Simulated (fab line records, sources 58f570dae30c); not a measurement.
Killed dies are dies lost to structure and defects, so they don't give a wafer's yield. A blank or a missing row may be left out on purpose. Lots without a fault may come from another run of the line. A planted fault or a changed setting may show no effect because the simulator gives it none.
One fault seen from 2 desks | flow berkeley_cmos170 | each desk has only its own numbers; what lay behind them comes last

THE METROLOGY DESK
What the gauges read, lot by lot, whatever tool the lot ran on: means of the sampled wafers that have a number. A lot is out of limits, marked OUT, if its mean lies more than 4 standard deviations from the usual mean; the brackets give that distance.
Columns: A = START_OXIDE_THK at UCB170_START_THK_MEAS_03, usual 20.9 nm; B = ACTIVE_OXIDE_THK at UCB170_ACTIVE_THK_MEAS_03, usual 26.5 nm; C = cd_nm at UCB170_ACTIVE_CD_MEAS_90, usual 1199.2 nm
lot  | first seen here | A    | B               | C
L491 | day 1 17:05     | 21.0 | 25.9            | 1199.4
L490 | day 1 17:06     | 20.4 | 26.1            | 1198.5
L492 | day 2 01:22     | 20.5 | 26.6            | 1199.0
L495 | day 2 15:59     | 21.1 | 26.0            | 1200.1
L496 | day 2 22:56     | 20.5 | 26.3            | 1198.1
L498 | day 3 06:11     | 20.8 | 26.8            | 1200.9
L503 | day 4 05:17     | 21.1 | 23.0 (-9.1) OUT | 1197.5
L502 | day 4 05:19     | 21.0 | 23.0 (-9.0) OUT | 1199.3
L507 | day 5 03:47     | 21.1 | 26.6            | 1197.9
L509 | day 5 14:05     | 20.8 | 26.4            | 1201.1
L510 | day 5 17:05     | 21.1 | 26.0            | 1200.9
L511 | day 6 00:07     | 20.8 | 26.6            | 1200.0
L512 | day 6 03:56     | 21.4 | 26.3            | 1199.8
L513 | day 6 08:32     | 20.5 | 26.3            | 1199.4
This desk's finding: out of limits on L502, L503; first on L503, day 6 21:17 (ACTIVE_OXIDE_THK at UCB170_ACTIVE_THK_MEAS_03). In limits: L491, L490, L492, L495, L496, L498, L507, L509, L510, L511, L512, L513.

THE TOOL OWNER'S DESK: furnace-04
The tool's own readings at UCB170_ACTIVE_OXIDATION_02 (target thk 26.4 nm, ox time 1260 s): means of the sampled wafers that have a number, for each lot that ran on this tool. A lot is out of limits, marked OUT, if its mean lies more than 4 standard deviations from the usual mean; the brackets give that distance.
Columns: A = ox_temp_c_max at UCB170_ACTIVE_OXIDATION_02, usual 1004.2; B = zone_power_centre_pct at UCB170_ACTIVE_OXIDATION_02, usual 56 %
lot  | first seen here | A      | B
L490 | day 4 06:37     | 1004.4 | 55
L491 | day 4 06:37     | 1002.9 | 56
L492 | day 4 13:33     | 1004.1 | 56
L496 | day 5 07:32     | 1002.8 | 56
L498 | day 5 17:29     | 1003.1 | 56
L502 | day 6 19:56     | 1003.5 | 56
L503 | day 6 19:56     | 1003.7 | 56
This desk's finding: nothing out of limits on any of the 7 lots.

PUT TOGETHER
The metrology desk could have raised an alarm at day 6 21:17, on L502, L503.
The tool owner's desk saw nothing out of limits.
The tool owner's desk has L502, L503 on record, within its limits.
Of the lots named, all ran UCB170_ACTIVE_OXIDATION_02 on furnace-04.

WHAT THE SIMULATOR HAD PUT IN
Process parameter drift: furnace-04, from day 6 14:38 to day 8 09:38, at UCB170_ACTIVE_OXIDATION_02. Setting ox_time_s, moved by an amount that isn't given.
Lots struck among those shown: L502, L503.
Hours from the fault's start to each desk's first reading out of limits: the metrology desk, 7.
